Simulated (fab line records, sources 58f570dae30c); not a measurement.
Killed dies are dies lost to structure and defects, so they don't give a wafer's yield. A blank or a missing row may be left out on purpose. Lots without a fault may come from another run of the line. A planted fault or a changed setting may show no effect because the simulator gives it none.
Split-lot experiment | flow berkeley_cmos170 | 5 lots, 23 wafers read, on a route of 331 steps

THE SPLIT
At UCB170_PWELL_CVD_05 (deposits Si3N4 from SiH2Cl2/NH3, target thk 220 nm, time 3300 s), the setting time_s was moved away from the recipe's 3300 s on 10 of the 23 wafers read, by -11.1% to +8.2%. The other wafers ran this setting at the recipe's value.

The file shows no step between the split and the reading.

THE READING
PWELL_NITRIDE_THK, in nm, at UCB170_PWELL_THK_MEAS_06. Fault-free wafers of this fab line usually give 221.6 nm, standard deviation 1.8 nm.

wafer  | tool, chamber at the split | time_s as run, s | against the recipe | PWELL_NITRIDE_THK, nm | against lot-mates on the recipe
L076.2 | lpcvd-02, 1                | 3300             | recipe             | 223.5                 | -
L076.4 | lpcvd-02, 1                | 3300             | recipe             | 224.0                 | -
L076.6 | lpcvd-02, 1                | 3300             | recipe             | 223.4                 | -
L080.1 | -, -                       | 3570             | +8.2%              | 238.7                 | no lot-mate on the recipe
L080.2 | -, -                       | 3570             | +8.2%              | 238.0                 | no lot-mate on the recipe
L080.3 | -, -                       | 3570             | +8.2%              | 237.0                 | no lot-mate on the recipe
L080.4 | -, -                       | 3570             | +8.2%              | 240.0                 | no lot-mate on the recipe
L080.6 | -, -                       | 3570             | +8.2%              | 239.1                 | no lot-mate on the recipe
L081.1 | -, -                       | 2933             | -11.1%             | 197.7                 | no lot-mate on the recipe
L081.3 | -, -                       | 2933             | -11.1%             | 195.7                 | no lot-mate on the recipe
L081.4 | -, -                       | 2933             | -11.1%             | 196.7                 | no lot-mate on the recipe
L081.5 | -, -                       | 2933             | -11.1%             | 197.8                 | no lot-mate on the recipe
L081.6 | -, -                       | 2933             | -11.1%             | 197.5                 | no lot-mate on the recipe
L082.1 | -, -                       | 3300             | recipe             | 220.0                 | -
L082.2 | -, -                       | 3300             | recipe             | 221.9                 | -
L082.4 | -, -                       | 3300             | recipe             | 222.5                 | -
L082.5 | -, -                       | 3300             | recipe             | 222.1                 | -
L082.6 | -, -                       | 3300             | recipe             | 220.5                 | -
L083.1 | -, -                       | 3300             | recipe             | 218.8                 | -
L083.2 | -, -                       | 3300             | recipe             | 219.9                 | -
L083.3 | -, -                       | 3300             | recipe             | 218.0                 | -
L083.5 | -, -                       | 3300             | recipe             | 220.4                 | -
L083.6 | -, -                       | 3300             | recipe             | 218.0                 | -

THE FIT
A straight line over all 23 wafers: PWELL_NITRIDE_THK changes by +2.15 nm for each +1% of time_s; r = +0.99; the points scatter about the line by 1.7 nm.
Too few moved wafers have a lot-mate on the recipe to fit a line with each lot's own level taken away.

THE WHOLE CHAIN: every reading that the file lists as answering this split, in the file's order
step                     | what it does                                                               | reading                                                                       | change (the file's fit)              | r (the file's)
UCB170_PWELL_CVD_05      | deposits Si3N4 from SiH2Cl2/NH3, target thk 220 nm, time 3300 s            | Si3N4_of_PWELL_CVD_05.thk_nm (the simulator's own value, which no gauge read) | +2.15 nm for each +1% of the setting | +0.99
UCB170_PWELL_THK_MEAS_06 |                                                                            | PWELL_NITRIDE_THK                                                             | +2.15 for each +1% of the setting    | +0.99
UCB170_PWELL_ETCH_14     | etches Si3N4 in CH3F/Ar/O2, stops on SiO2, target depth 242 nm, time 151 s | etch.depth_nm (the simulator's own value, which no gauge read)                | +2.17 nm for each +1% of the setting | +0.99

THE FILE'S OWN FIT
PWELL_NITRIDE_THK changes by +2.15 nm for each +1% of time_s, r = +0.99.
